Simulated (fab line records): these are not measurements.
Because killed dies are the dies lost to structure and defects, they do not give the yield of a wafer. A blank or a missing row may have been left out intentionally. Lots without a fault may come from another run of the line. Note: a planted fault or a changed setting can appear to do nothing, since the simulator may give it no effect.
The tool behind it: which one?    flow berkeley_cmos170    14 lots, 42 wafers sampled, at 1 step of a route of 331

WHAT THE GAUGES SHOWED, per wafer
UCB170_NWELL_THK_MEAS_02. Usual: NWELL_OXIDE_THK typically reads 26.4 nm, with standard deviation 0.62.
lot   measured     on             NWELL_OXIDE_THK (nm)  flag
L232  day 2 06:46  film_metro-01  25.7 25.8 26.0        
L233  day 2 06:47  film_metro-04  25.6 25.4 25.7        
L235  day 2 17:08  film_metro-01  25.7 26.1 25.3        
L234  day 2 17:08  film_metro-04  26.4 26.8 26.4        
L236  day 3 01:49  film_metro-03  26.1 26.7 26.3        
L237  day 3 01:51  film_metro-04  25.9 25.8 25.4        
L239  day 3 17:41  film_metro-04  27.4 27.1 27.1        
L240  day 3 23:01  film_metro-04  26.9 27.3 27.4        
L242  day 4 04:05  film_metro-04  26.6 26.5 26.1        
L243  day 4 09:11  film_metro-01  26.3 26.2 26.9        
L244  day 4 19:05  film_metro-04  26.5 25.9 26.3        
L250  day 5 21:58  film_metro-03  26.0 25.6 26.0        
L251  day 6 06:11  film_metro-01  25.3 26.3 25.8        
L252  day 6 13:37  film_metro-01  26.3 26.3 26.0        

WHICH TOOL RAN EACH LOT (tool, then ch and the chambers of the sampled wafers, then the start)
No process step before these readings appears in the record.

WHAT THE TOOLS THEMSELVES READ (means of the sampled wafers that have a number; where no wafer has one, the mark that the record gives instead)
The record holds no such reading with a usual standard deviation.

THE ANSWER, worked out from the rows above alone
Rule: a lot is off if the mean of its wafers that have a number lies more than 3 standard deviations from the usual mean. Also off: a lot with no number at a reading for which 4 or more lots have one. Where the step has rows for the other lots, those lots are counted as sound. The gauges are gone through in route order, then the tools' own readings, and for those a lot's mean is taken as printed above. At the first step where some lot is off, the reading lying furthest off is the one used; lots without a number count as furthest.
Across all readings shown, no lot is off: no conclusion can be drawn from this.

WHAT WAS PUT IN BY THE SIMULATOR
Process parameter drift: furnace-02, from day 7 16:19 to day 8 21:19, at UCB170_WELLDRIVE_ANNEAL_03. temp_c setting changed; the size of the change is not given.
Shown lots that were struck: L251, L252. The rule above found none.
